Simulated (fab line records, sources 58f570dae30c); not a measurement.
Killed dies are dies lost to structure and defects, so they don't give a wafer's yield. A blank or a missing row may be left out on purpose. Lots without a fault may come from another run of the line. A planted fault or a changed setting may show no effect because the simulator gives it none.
Tool commonality check | flow berkeley_cmos170 | 15 lots, 54 wafers sampled

WHY IT WAS OPENED
At UCB170_PVT_TW_MEAS_09 the reading PVT_TW is flagged on 3 of 15 lots. Wafers without a fault read 504, standard deviation 3.9.
Rule: a lot is flagged when every wafer of it that has a number lies more than 4 standard deviations from that mean, or none has a number. The other lots count as sound.

lot  | measured     | on            | PVT_TW, wafer by wafer  | flag
L231 | day 6 13:40  | film_metro-04 | 501 500 500             |
L233 | day 6 20:56  | film_metro-01 | 498 496 497             |
L232 | day 6 21:07  | film_metro-01 | 495 495 498             |
L234 | day 7 10:31  | film_metro-04 | 499 504 505             |
L238 | day 7 23:20  | film_metro-01 | 414 414 416 415 413 414 | FLAGGED
L241 | day 8 16:02  | film_metro-03 | 425 423 426 425 422 424 | FLAGGED
L239 | day 8 16:40  | film_metro-03 | 422 421 421 424 422 422 | FLAGGED
L247 | day 9 22:22  | film_metro-03 | 501 504 505             |
L246 | day 9 22:39  | film_metro-04 | 507 505 507             |
L251 | day 10 09:46 | film_metro-04 | 506 506 506             |
L249 | day 10 09:56 | film_metro-04 | 505 508 505             |
L248 | day 10 10:18 | film_metro-04 | 501 507 507             |
L252 | day 10 20:56 | film_metro-04 | 504 506 504             |
L253 | day 10 21:00 | film_metro-03 | 505 511 507             |
L254 | day 10 21:13 | film_metro-03 | 507 503 507             |
The numbers of the flagged lots are 420 on average: -84 against the usual, or -21 standard deviations.

WHICH TOOL RAN EACH LOT
The record holds 1 process step before the reading, out of a route of 331 steps. In each cell: the tool, then ch and the chambers that the sampled wafers went through, then the start.
lot  | flag    | UCB170_PVT_IMPLANT_07
L231 |         | implanter-01 ch 0, day 6 13:25
L233 |         | implanter-03 ch 0, day 6 20:41
L232 |         | implanter-01 ch 0, day 6 20:53
L234 |         | implanter-01 ch 0, day 7 10:17
L238 | FLAGGED | implanter-03 ch 0, day 7 23:05
L241 | FLAGGED | implanter-03 ch 0, day 8 15:47
L239 | FLAGGED | implanter-03 ch 0, day 8 16:25
L247 |         | implanter-02 ch 0, day 9 22:07
L246 |         | implanter-01 ch 0, day 9 22:25
L251 |         | implanter-01 ch 0, day 10 09:31
L249 |         | implanter-02 ch 0, day 10 09:43
L248 |         | implanter-02 ch 0, day 10 10:05
L252 |         | implanter-01 ch 0, day 10 20:43
L253 |         | implanter-02 ch 0, day 10 20:45
L254 |         | implanter-01 ch 0, day 10 20:59
What these steps do:
- UCB170_PVT_IMPLANT_07
- UCB170_PVT_TW_MEAS_09

FLAGGED OVER TOTAL, TOOL BY TOOL (the gauges that took the reading come last)
step                  | tool          | lots run | flagged | share of the flagged lots | sound lots run after its first flagged lot
UCB170_PVT_IMPLANT_07 | implanter-01  | 7        | 0       | none                      | -
UCB170_PVT_IMPLANT_07 | implanter-02  | 4        | 0       | none                      | -
UCB170_PVT_IMPLANT_07 | implanter-03  | 4        | 3       | all                       | 0
UCB170_PVT_TW_MEAS_09 | film_metro-01 | 3        | 1       | some                      | 0
UCB170_PVT_TW_MEAS_09 | film_metro-03 | 5        | 2       | some                      | 3 (L247,L253,L254)
UCB170_PVT_TW_MEAS_09 | film_metro-04 | 7        | 0       | none                      | -

WHAT THE TABLE ALLOWS
1 row of the table ran every flagged lot: implanter-03 at UCB170_PVT_IMPLANT_07.
- implanter-03 at UCB170_PVT_IMPLANT_07: 3 of its 4 lots flagged. Its last sound lot is L233 (day 6 20:41), its first flagged lot L238 (day 7 23:05): a fault that began between those two fits. Its own readings lie more than 4 standard deviations out on every wafer of the flagged lots: dose_ions_cm2, faraday_current_uA.
One tool is left: implanter-03 at UCB170_PVT_IMPLANT_07.

WHAT THE SIMULATOR HAD PUT IN
Process parameter drift: implanter-03, from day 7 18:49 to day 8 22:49, at UCB170_PVT_IMPLANT_07. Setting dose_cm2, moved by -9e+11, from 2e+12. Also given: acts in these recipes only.
Lots struck among those shown: L238, L241, L239. The rule above found the same.
